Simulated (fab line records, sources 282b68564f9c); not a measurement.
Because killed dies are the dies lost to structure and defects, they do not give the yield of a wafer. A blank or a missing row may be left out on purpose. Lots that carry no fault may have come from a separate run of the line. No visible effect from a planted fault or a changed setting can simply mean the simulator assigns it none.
A lot that was struck, set against a sound lot + flow rit-cmos + 34 steps out of a route of 202
Sound: wafers L718.1, L718.5, L718.6. Wafers L726.2, L726.3, L726.4 were the ones struck. At the end, the cause is stated.
For every step that has rows: the tool of each side, followed by ch and its chambers, followed by its first start. Under that, the readings that differ: sound wafers + struck wafers + difference of the means + sigmas: that difference in standard deviations of wafers without a fault.
alike: same words and numbers on both sides, and readings whose means sit less than 2 such deviations apart. not compared: any withheld reading, any reading some wafer has no value for, any bound like >300 that may hide the same value, and any number with overlapping values for which the record gives no deviation.
Wherever a step has rows on one side only, a row that says differs or no value, or a row with sigmas, the two part there. Numbers that don't overlap but have no deviation are shown without sigmas and don't part them. A reading that every wafer of one side lacks parts them only if that side has two wafers or more.

first, 2 steps without rows for these wafers: RIT_SPACER_CLEAN_02 (cleans in SC2, time 600 s); RIT_SPACER_CVD_03 (deposits Si3N4 from SiH2Cl2/NH3, target thk 250 nm, time 3300 s).
RIT_SPACER_THK_MEAS_04:
  struck on film-metro-02, day 6 05:31; sound on film-metro-01, day 4 14:16
  alike: SPACER_NITRIDE_THK
RIT_SPACER_ETCHBACK_05: etches Si3N4 in SF6/CHF3, stops on SiO2, target depth 250 nm, time 240 s.
  sound on rie-diel-01 ch 1,2, day 4 14:20; struck on rie-diel-02 ch 2,3, day 6 05:34
| reading                     | sound       | struck      | difference | sigmas |
|-----------------------------|-------------|-------------|------------|--------|
| drypump-motor-current-A (A) | 5.4 4.7 5.4 | 6.5 6.6 6.6 | +1.4       | +2     |
  alike: oes-product-au, throttle-valve-pct
  not compared: rf-hours-counter-h
then, 6 steps without rows for these wafers: RIT_NSD_HMDS_00 (prime time 60 s); RIT_NSD_COAT_01 (resist thk 1000 nm); RIT_NSD_SOFTBAKE_02 (time 60 s); RIT_NSD_EXPOSE_03 (exposes mask M9, target cd 40700 nm); RIT_NSD_PEB_04; RIT_NSD_DEVELOP_05 (develop time 50 s).
RIT_NSD_OVL_MEAS_06:
  struck on overlay-02, day 6 06:43; sound on overlay-01, day 4 15:20
  alike: NSD_OVL
then, 1 step without rows for these wafers: RIT_NSD_HARDBAKE_07 (time 60 s).
RIT_NSD_IMPLANT_08:
  sound on implanter-04 ch 0, day 4 15:31; struck on implanter-04 ch 0, day 6 06:55
| reading                   | sound                | struck               | difference | sigmas      |
|---------------------------|----------------------|----------------------|------------|-------------|
| beam-energy-keV           | 25.005 24.999 24.992 | 20.497 20.486 20.488 | -4.508     | -99 or more |
| model.implant.rp-nm (nm)  | 31.55 31.55 31.55    | 28.56 28.56 28.56    | -2.99      |             |
| model.implant.drp-nm (nm) | 14.84 14.84 14.84    | 13.16 13.16 13.16    | -1.68      |             |
  alike: beam-on-s, dose-ions-cm2
RIT_NSD_STRIP_09: strips in O2, time 180 s.
  sound on plasma-asher-04 ch 0,1, day 4 15:40; struck on plasma-asher-01 ch 0,1, day 6 07:02
  alike: drypump-motor-current-A
  not compared: rf-hours-counter-h
RIT_NSD_TW_MEAS_10:
  struck on film-metro-01, day 6 07:13; sound on film-metro-03, day 4 15:50
| reading | sound          | struck         | difference | sigmas |
|---------|----------------|----------------|------------|--------|
| NSD_TW  | 3123 3149 3157 | 3008 3011 3010 | -133       | -4     |
then, 6 steps without rows for these wafers: RIT_PSD_HMDS_00 (prime time 60 s); RIT_PSD_COAT_01 (resist thk 1000 nm); RIT_PSD_SOFTBAKE_02 (time 60 s); RIT_PSD_EXPOSE_03 (exposes mask M10, target cd 40900 nm); RIT_PSD_PEB_04; RIT_PSD_DEVELOP_05 (develop time 50 s).
RIT_PSD_OVL_MEAS_06:
  struck on overlay-01, day 6 08:08; sound on overlay-02, day 4 16:45
  alike: PSD_OVL
then, 2 steps without rows for these wafers: RIT_PSD_HARDBAKE_07 (time 60 s); RIT_PSD_IMPLANT_08.
RIT_PSD_STRIP_09: strips in O2, time 180 s.
  sound on plasma-asher-04 ch 0,1, day 4 17:05; struck on plasma-asher-04 ch 0,1, day 6 08:28
  alike: drypump-motor-current-A
  not compared: rf-hours-counter-h
RIT_PSD_TW_MEAS_10:
  struck on film-metro-04, day 6 08:38; sound on film-metro-03, day 4 17:16
  alike: PSD_TW
then, 3 steps without rows for these wafers: RIT_SDANNEAL_CLEAN_00 (cleans in SC1, time 579.2 s); RIT_SDANNEAL_CLEAN_01 (cleans in dHF, time 30 s); RIT_SDANNEAL_CLEAN_02 (cleans in SC2, time 600 s).
RIT_SDANNEAL_RTA_03: time 4.891 s.
  sound on rtp-anneal-01 ch 0, day 4 17:41; struck on rtp-anneal-02 ch 0, day 6 09:25
| reading           | sound                | struck               | difference | sigmas |
|-------------------|----------------------|----------------------|------------|--------|
| anneal-temp-c-max | 1057.3 1057.9 1058.8 | 1053.3 1053.5 1053.9 | -4.4       | -2     |
  alike: ramp-down-c-per-s, wafer_temp_C_max
RIT_SDANNEAL_RS_MEAS_04: measurement is done with a four-point probe.
  struck on film-metro-04, day 6 09:29; sound on film-metro-04, day 4 17:45
  alike: PSD_RS
RIT_SDANNEAL_RS_MEAS_05: measurement is done with a four-point probe.
  struck on film-metro-04, day 6 09:37; sound on film-metro-04, day 4 17:52
| reading         | sound             | struck            | difference | sigmas |
|-----------------|-------------------|-------------------|------------|--------|
| NSD_RS (ohm/sq) | 84.52 84.30 84.46 | 86.45 86.54 86.47 | +2.06      | +7     |
RIT_SDANNEAL_RS_MEAS_06: measurement is done with a four-point probe.
  struck on film-metro-04, day 6 09:44; sound on film-metro-04, day 4 17:59
  alike: PLDD_RS
RIT_M1_PROBE_99:
  struck on prober-02, day 6 16:46; sound on prober-02, day 5 03:59
| reading                                | sound                | struck               | difference | sigmas |
|----------------------------------------|----------------------|----------------------|------------|--------|
| killed-at-contacts                     | 0 0 0                | 1 0 1                | +1         | +2     |
| model.etest.contact-nplus.end-ohm-um   | 43.47 42.02 42.63    | 48.41 48.14 47.35    | +5.26      |        |
| model.etest.nmos-narrow.off-log10-a-um | -13.21 -13.25 -13.15 | -12.88 -12.97 -12.91 | +0.28      |        |
  alike: killed_at_M0_to_M3, killed-at-front-end, killed-dies, killed-on-rim, killed-open, killed-short
  not compared: model.etest.nmos_0p15.junction-log10-a-um

WHERE THEY PART
Earliest at RIT_SPACER_ETCHBACK_05; latest, in this record, at RIT_M1_PROBE_99.

WHY: what the simulator had put in
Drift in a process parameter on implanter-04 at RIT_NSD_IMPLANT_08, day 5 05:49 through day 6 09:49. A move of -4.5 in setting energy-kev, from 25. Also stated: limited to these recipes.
